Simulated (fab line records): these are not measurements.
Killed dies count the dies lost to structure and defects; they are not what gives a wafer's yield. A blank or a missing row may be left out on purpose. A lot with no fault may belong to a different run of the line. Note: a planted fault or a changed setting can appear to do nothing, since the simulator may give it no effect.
Lot-split experiment :: flow rit cmos :: 5 lots, 23 wafers read, on a route of 202 steps

## ABOUT THE SPLIT
At RIT_SPACER_CVD_03 (deposits Si3N4 from SiH2Cl2/NH3, target thk 250 nm, time 3300 s), the setting sih2cl2 flow sccm was moved away from the recipe's 60 sccm on 15 of the 23 wafers read, by -9.2% to +5.7%. For the rest of the wafers, this setting stayed at what the recipe calls for.

The file shows no step between the split and the reading.

## THE READING
SPACER_NITRIDE_THK in nanometres, read at RIT_SPACER_THK_MEAS_04. Typical for fault-free wafers on this fab line: 252.0 nm, with standard deviation 1.7 nm.

wafer: L078.2
tool, chamber at the split: -, -
sih2cl2 flow sccm as run, sccm: 54.49
against the recipe: -9.2%
SPACER_NITRIDE_THK, nm: 245.6
against lot-mates on the recipe: no lot-mate on the recipe

wafer: L078.3
tool, chamber at the split: -, -
sih2cl2 flow sccm as run, sccm: 54.49
against the recipe: -9.2%
SPACER_NITRIDE_THK, nm: 244.9
against lot-mates on the recipe: no lot-mate on the recipe

wafer: L078.4
tool, chamber at the split: -, -
sih2cl2 flow sccm as run, sccm: 54.49
against the recipe: -9.2%
SPACER_NITRIDE_THK, nm: 244.4
against lot-mates on the recipe: no lot-mate on the recipe

wafer: L078.5
tool, chamber at the split: -, -
sih2cl2 flow sccm as run, sccm: 54.49
against the recipe: -9.2%
SPACER_NITRIDE_THK, nm: 244.7
against lot-mates on the recipe: no lot-mate on the recipe

wafer: L078.6
tool, chamber at the split: -, -
sih2cl2 flow sccm as run, sccm: 54.49
against the recipe: -9.2%
SPACER_NITRIDE_THK, nm: 246.2
against lot-mates on the recipe: no lot-mate on the recipe

wafer: L079.1
tool, chamber at the split: -, -
sih2cl2 flow sccm as run, sccm: 55.45
against the recipe: -7.6%
SPACER_NITRIDE_THK, nm: 245.9
against lot-mates on the recipe: no lot-mate on the recipe

wafer: L079.2
tool, chamber at the split: -, -
sih2cl2 flow sccm as run, sccm: 55.45
against the recipe: -7.6%
SPACER_NITRIDE_THK, nm: 244.8
against lot-mates on the recipe: no lot-mate on the recipe

wafer: L079.3
tool, chamber at the split: -, -
sih2cl2 flow sccm as run, sccm: 55.45
against the recipe: -7.6%
SPACER_NITRIDE_THK, nm: 246.7
against lot-mates on the recipe: no lot-mate on the recipe

wafer: L079.4
tool, chamber at the split: -, -
sih2cl2 flow sccm as run, sccm: 55.45
against the recipe: -7.6%
SPACER_NITRIDE_THK, nm: 244.7
against lot-mates on the recipe: no lot-mate on the recipe

wafer: L079.6
tool, chamber at the split: -, -
sih2cl2 flow sccm as run, sccm: 55.45
against the recipe: -7.6%
SPACER_NITRIDE_THK, nm: 245.1
against lot-mates on the recipe: no lot-mate on the recipe

wafer: L080.1
tool, chamber at the split: -, -
sih2cl2 flow sccm as run, sccm: 60
against the recipe: recipe
SPACER_NITRIDE_THK, nm: 250.2
against lot-mates on the recipe: -

wafer: L080.2
tool, chamber at the split: -, -
sih2cl2 flow sccm as run, sccm: 60
against the recipe: recipe
SPACER_NITRIDE_THK, nm: 251.6
against lot-mates on the recipe: -

wafer: L080.3
tool, chamber at the split: -, -
sih2cl2 flow sccm as run, sccm: 60
against the recipe: recipe
SPACER_NITRIDE_THK, nm: 251.1
against lot-mates on the recipe: -

wafer: L080.4
tool, chamber at the split: -, -
sih2cl2 flow sccm as run, sccm: 60
against the recipe: recipe
SPACER_NITRIDE_THK, nm: 252.7
against lot-mates on the recipe: -

wafer: L080.6
tool, chamber at the split: -, -
sih2cl2 flow sccm as run, sccm: 60
against the recipe: recipe
SPACER_NITRIDE_THK, nm: 252.4
against lot-mates on the recipe: -

wafer: L083.1
tool, chamber at the split: -, -
sih2cl2 flow sccm as run, sccm: 63.43
against the recipe: +5.7%
SPACER_NITRIDE_THK, nm: 255.8
against lot-mates on the recipe: no lot-mate on the recipe

wafer: L083.2
tool, chamber at the split: -, -
sih2cl2 flow sccm as run, sccm: 63.43
against the recipe: +5.7%
SPACER_NITRIDE_THK, nm: 256.3
against lot-mates on the recipe: no lot-mate on the recipe

wafer: L083.3
tool, chamber at the split: -, -
sih2cl2 flow sccm as run, sccm: 63.43
against the recipe: +5.7%
SPACER_NITRIDE_THK, nm: 255.8
against lot-mates on the recipe: no lot-mate on the recipe

wafer: L083.5
tool, chamber at the split: -, -
sih2cl2 flow sccm as run, sccm: 63.43
against the recipe: +5.7%
SPACER_NITRIDE_THK, nm: 257.8
against lot-mates on the recipe: no lot-mate on the recipe

wafer: L083.6
tool, chamber at the split: -, -
sih2cl2 flow sccm as run, sccm: 63.43
against the recipe: +5.7%
SPACER_NITRIDE_THK, nm: 255.9
against lot-mates on the recipe: no lot-mate on the recipe

wafer: L085.2
tool, chamber at the split: lpcvd-01, 1
sih2cl2 flow sccm as run, sccm: 60
against the recipe: recipe
SPACER_NITRIDE_THK, nm: 249.0
against lot-mates on the recipe: -

wafer: L085.3
tool, chamber at the split: lpcvd-01, 1
sih2cl2 flow sccm as run, sccm: 60
against the recipe: recipe
SPACER_NITRIDE_THK, nm: 249.6
against lot-mates on the recipe: -

wafer: L085.6
tool, chamber at the split: lpcvd-01, 1
sih2cl2 flow sccm as run, sccm: 60
against the recipe: recipe
SPACER_NITRIDE_THK, nm: 248.1
against lot-mates on the recipe: -

THE FIT
A straight line over all 23 wafers: SPACER_NITRIDE_THK changes by +0.743 nm for each +1% of sih2cl2 flow sccm; r = +0.96; the points scatter about the line by 1.3 nm.
Too few moved wafers with a lot-mate on the recipe to fit a line net of each lot's own level.

## THE WHOLE CHAIN: every reading that the file lists as answering this split, in the file's order
step: RIT_SPACER_CVD_03
what it does: deposits Si3N4 from SiH2Cl2/NH3, target thk 250 nm, time 3300 s
reading: Si3N4_of_SPACER_CVD_03.thk nm (the simulator's own value, which no gauge read)
change (the file's fit): +0.738 nm for each +1% of the setting
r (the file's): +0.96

step: RIT_SPACER_THK_MEAS_04
what it does: 
reading: SPACER_NITRIDE_THK
change (the file's fit): +0.744 for each +1% of the setting
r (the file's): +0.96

step: RIT_SPACER_ETCHBACK_05
what it does: etches Si3N4 in SF6/CHF3, stops on SiO2, target depth 250 nm, time 240 s
reading: etch.depth nm (the simulator's own value, which no gauge read)
change (the file's fit): +0.738 nm for each +1% of the setting
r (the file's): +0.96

step: RIT_SPACER_ETCHBACK_05
what it does: etches Si3N4 in SF6/CHF3, stops on SiO2, target depth 250 nm, time 240 s
reading: Si3N4_of_SPACER_CVD_03.thk nm (the simulator's own value, which no gauge read)
change (the file's fit): +0.619 nm for each +1% of the setting
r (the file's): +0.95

## FILE'S OWN FIT
SPACER_NITRIDE_THK changes by +0.744 nm for each +1% of sih2cl2 flow sccm, r = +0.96.
